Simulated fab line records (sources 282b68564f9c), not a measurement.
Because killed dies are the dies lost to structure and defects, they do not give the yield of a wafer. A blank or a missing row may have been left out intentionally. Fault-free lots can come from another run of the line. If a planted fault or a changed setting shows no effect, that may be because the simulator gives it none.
Shared-tool check :: flow rit_cmos :: Sample size 15 lots and 54 wafers

== WHY IT WAS OPENED ==
Of 15 lots, 3 have the reading NWELL_TW flagged at RIT_NWELL_TW_MEAS_10. Fault-free wafers read 2150, with a standard deviation of 9.1.
Rule: a lot is flagged in two cases, either no wafer of it has a number, or all its wafers with numbers fall more than 4 standard deviations from that mean. The rest of the lots are taken to be sound.

lot: L591
measured: day 1 21:34
on: film_metro-01
NWELL_TW, wafer by wafer: 2151 2155 2160
flag: 

lot: L593
measured: day 2 06:52
on: film_metro-02
NWELL_TW, wafer by wafer: 2155 2142 2152
flag: 

lot: L594
measured: day 2 13:24
on: film_metro-03
NWELL_TW, wafer by wafer: 2156 2160 2153
flag: 

lot: L596
measured: day 2 22:29
on: film_metro-01
NWELL_TW, wafer by wafer: 2151 2151 2148
flag: 

lot: L597
measured: day 3 02:49
on: film_metro-01
NWELL_TW, wafer by wafer: 2143 2128 2133
flag: 

lot: L600
measured: day 3 18:45
on: film_metro-02
NWELL_TW, wafer by wafer: 2167 2163 2157
flag: 

lot: L601
measured: day 4 03:23
on: film_metro-02
NWELL_TW, wafer by wafer: 2160 2159 2158
flag: 

lot: L602
measured: day 4 04:50
on: film_metro-02
NWELL_TW, wafer by wafer: 2493 2495 2507 2491 2500 2481
flag: FLAGGED

lot: L603
measured: day 4 09:02
on: film_metro-02
NWELL_TW, wafer by wafer: 2499 2482 2502 2497 2504 2505
flag: FLAGGED

lot: L604
measured: day 5 00:07
on: film_metro-03
NWELL_TW, wafer by wafer: 2469 2496 2477 2477 2498 2492
flag: FLAGGED

lot: L607
measured: day 5 06:14
on: film_metro-01
NWELL_TW, wafer by wafer: 2148 2163 2161
flag: 

lot: L611
measured: day 6 02:44
on: film_metro-03
NWELL_TW, wafer by wafer: 2150 2147 2140
flag: 

lot: L612
measured: day 6 08:39
on: film_metro-02
NWELL_TW, wafer by wafer: 2152 2144 2150
flag: 

lot: L613
measured: day 6 12:36
on: film_metro-02
NWELL_TW, wafer by wafer: 2149 2165 2143
flag: 

lot: L614
measured: day 6 16:20
on: film_metro-01
NWELL_TW, wafer by wafer: 2156 2151 2157
flag: 
The mean of the flagged lots' numbers is 2492, +342 from the usual (+38 standard deviations).

== EACH LOT AND THE TOOL IT RAN ON ==
The record holds 1 process step before the reading, out of a route of 202 steps. Every cell lists first the tool, next ch and the chambers used by the sampled wafers, and last the start.
lot: L591
flag: 
RIT_NWELL_IMPLANT_08: implanter-04 ch 0, day 1 21:14

lot: L593
flag: 
RIT_NWELL_IMPLANT_08: implanter-01 ch 0, day 2 06:34

lot: L594
flag: 
RIT_NWELL_IMPLANT_08: implanter-04 ch 0, day 2 13:05

lot: L596
flag: 
RIT_NWELL_IMPLANT_08: implanter-04 ch 0, day 2 22:10

lot: L597
flag: 
RIT_NWELL_IMPLANT_08: implanter-02 ch 0, day 3 02:32

lot: L600
flag: 
RIT_NWELL_IMPLANT_08: implanter-04 ch 0, day 3 18:26

lot: L601
flag: 
RIT_NWELL_IMPLANT_08: implanter-01 ch 0, day 4 03:05

lot: L602
flag: FLAGGED
RIT_NWELL_IMPLANT_08: implanter-04 ch 0, day 4 04:31

lot: L603
flag: FLAGGED
RIT_NWELL_IMPLANT_08: implanter-04 ch 0, day 4 08:44

lot: L604
flag: FLAGGED
RIT_NWELL_IMPLANT_08: implanter-04 ch 0, day 4 23:48

lot: L607
flag: 
RIT_NWELL_IMPLANT_08: implanter-01 ch 0, day 5 05:54

lot: L611
flag: 
RIT_NWELL_IMPLANT_08: implanter-02 ch 0, day 6 02:25

lot: L612
flag: 
RIT_NWELL_IMPLANT_08: implanter-01 ch 0, day 6 08:22

lot: L613
flag: 
RIT_NWELL_IMPLANT_08: implanter-02 ch 0, day 6 12:19

lot: L614
flag: 
RIT_NWELL_IMPLANT_08: implanter-02 ch 0, day 6 16:01
What is done by these steps:
- RIT_NWELL_IMPLANT_08
- RIT_NWELL_TW_MEAS_10

== FLAGGED OVER TOTAL, TOOL BY TOOL (the gauges that took the reading come last) ==
step: RIT_NWELL_IMPLANT_08
tool: implanter-01
lots run: 4
flagged: 0
share of the flagged lots: none
sound lots run after its first flagged lot: -

step: RIT_NWELL_IMPLANT_08
tool: implanter-02
lots run: 4
flagged: 0
share of the flagged lots: none
sound lots run after its first flagged lot: -

step: RIT_NWELL_IMPLANT_08
tool: implanter-04
lots run: 7
flagged: 3
share of the flagged lots: all
sound lots run after its first flagged lot: 0

step: RIT_NWELL_TW_MEAS_10
tool: film_metro-01
lots run: 5
flagged: 0
share of the flagged lots: none
sound lots run after its first flagged lot: -

step: RIT_NWELL_TW_MEAS_10
tool: film_metro-02
lots run: 7
flagged: 2
share of the flagged lots: some
sound lots run after its first flagged lot: 2 (L612,L613)

step: RIT_NWELL_TW_MEAS_10
tool: film_metro-03
lots run: 3
flagged: 1
share of the flagged lots: some
sound lots run after its first flagged lot: 1 (L611)

== WHAT THE TABLE ALLOWS ==
1 row of the table ran every flagged lot: implanter-04 at RIT_NWELL_IMPLANT_08.
- implanter-04 at RIT_NWELL_IMPLANT_08 ran 7 lots, 3 of them flagged. Last sound lot L600 at day 3 18:26, first flagged lot L602 at day 4 04:31; a fault beginning in between fits. Its own readings lie more than 4 standard deviations out on every wafer of the flagged lots: dose_ions_cm2, faraday_current_uA.
Left over: one tool, implanter-04 at RIT_NWELL_IMPLANT_08.

== WHAT HAD BEEN PUT IN BY THE SIMULATOR ==
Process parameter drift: implanter-04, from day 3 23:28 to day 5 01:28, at RIT_NWELL_IMPLANT_08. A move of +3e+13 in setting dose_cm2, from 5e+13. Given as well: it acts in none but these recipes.
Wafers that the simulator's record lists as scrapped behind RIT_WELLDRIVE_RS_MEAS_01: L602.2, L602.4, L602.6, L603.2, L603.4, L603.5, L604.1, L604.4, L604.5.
Struck lots among those shown: L602, L603, L604. This agrees with what the rule above found.
